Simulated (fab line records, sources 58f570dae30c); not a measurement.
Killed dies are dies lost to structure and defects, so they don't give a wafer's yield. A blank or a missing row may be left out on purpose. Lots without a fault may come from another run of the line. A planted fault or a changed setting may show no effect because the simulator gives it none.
Which tool did it? | flow berkeley_cmos170 | 7 lots, 21 wafers sampled, at 3 steps of a route of 331

WHAT THE GAUGES READ, wafer by wafer
UCB170_PFIELD_TW_MEAS_09.
lot  | measured    | on            | PFIELD_TW
L535 | day 5 10:31 | film_metro-02 | 597 599 598
L536 | day 5 10:28 | film_metro-04 | 603 604 605
L540 | day 6 01:57 | film_metro-04 | 606 608 608
L543 | day 6 16:08 | film_metro-04 | 610 609 607
L550 | day 8 08:34 | film_metro-02 | 598 593 597
L553 | day 8 21:11 | film_metro-01 | 598 602 597
L557 | day 9 17:23 | film_metro-02 | 599 598 600

WHICH TOOL RAN EACH LOT (tool, then ch and the chambers of the sampled wafers, then the start)
lot  | UCB170_NWELL_ETCH_13              | UCB170_PFIELD_IMPLANT_07
L535 | rie_diel-01 ch 0,1,2, day 3 01:23 | implanter-02 ch 0, day 5 10:17
L536 | rie_diel-02 ch 1,2,3, day 3 01:56 | implanter-04 ch 0, day 5 10:13
L540 | rie_diel-02 ch 0,2,3, day 3 18:43 | implanter-04 ch 0, day 6 01:42
L543 | rie_diel-03 ch 0,1,3, day 4 09:46 | implanter-02 ch 0, day 6 15:56
L550 | rie_diel-01 ch 0,3, day 5 22:25   | implanter-02 ch 0, day 8 08:20
L553 | rie_diel-01 ch 0,2,3, day 6 09:26 | implanter-02 ch 0, day 8 20:56
L557 | rie_diel-03 ch 2,3, day 7 06:09   | implanter-02 ch 0, day 9 17:08
- UCB170_NWELL_ETCH_13: etches Si3N4 in CH3F/Ar/O2, stops on SiO2, target depth 246.4 nm, time 154 s.
- UCB170_PFIELD_IMPLANT_07

THE ANSWER, worked out from the rows above alone
Rule: what is usual is taken from the lots themselves. Put in order of their means at a reading, lots are off if they are a third of the lots or fewer, leave a main group of 4 or more, and stand apart from it by a gap of 3 or more times the standard deviation of the main group's means; of several such gaps the widest counts. A main group whose means are all the same, to the digits that the tables above print for the reading, isn't used. A lot without any number at a reading at which 4 lots or more have one is off too. The other lots that the step has rows for count as sound.
No lot is off at any reading shown: from this, nothing can be told.

WHAT THE SIMULATOR HAD PUT IN
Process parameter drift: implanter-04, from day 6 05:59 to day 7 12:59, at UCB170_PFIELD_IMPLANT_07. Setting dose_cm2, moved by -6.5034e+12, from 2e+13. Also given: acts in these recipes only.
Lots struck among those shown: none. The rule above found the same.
